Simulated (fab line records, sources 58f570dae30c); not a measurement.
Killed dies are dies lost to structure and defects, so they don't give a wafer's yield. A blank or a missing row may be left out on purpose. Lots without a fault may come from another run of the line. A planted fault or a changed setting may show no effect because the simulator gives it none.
Chamber matching | flow berkeley_cmos170 | UCB170_FIELD_WET_ETCH_04 on wet_bench-04: 3 sister chambers
The step etches SiO2 in dHF, time 60 s. 3 wafers are shown with their chamber, then 7 later ones without.

WAFERS WITH THEIR CHAMBER
wafer  | chamber | run_length_s (s)
L168.3 | 2       | 84.1
L177.5 | 3       | 90.8
L183.3 | 0       | 86.3

WAFERS WITHOUT THEIR CHAMBER
wafer  | run_length_s (s)
L183.4 | 86.3
L184.2 | 84.6
L184.4 | 84.6
L184.6 | 84.6
L186.3 | 87.2
L186.5 | 87.2
L186.6 | 87.2

WHICH CHAMBER EACH WENT THROUGH
wafer  | from the rows above     | in truth
L183.4 | 0                       | 0
L184.2 | can't be placed: 2 or 0 | 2
L184.4 | can't be placed: 2 or 0 | 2
L184.6 | can't be placed: 2 or 0 | 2
L186.3 | 0                       | 0
L186.5 | 0                       | 0
L186.6 | 0                       | 0
Placed correctly: 4 of 7. Can't be placed from these rows: 3 (the true chamber is among the candidates in 3). Placed wrongly: 0.
How it was worked out, from the rows above alone: a wafer's distance from a chamber is the root of the sum, over the readings, of the square of ((its reading less the chamber's mean) divided by the reading's scatter). The wafer belongs to the nearest chamber; if the next one is less than 2 further off, it can't be placed. A chamber's mean is the mean of its shown wafers. The scatter: with one shown wafer a chamber, the root of the mean of the squares of how far each hidden wafer lies from its nearest shown one.
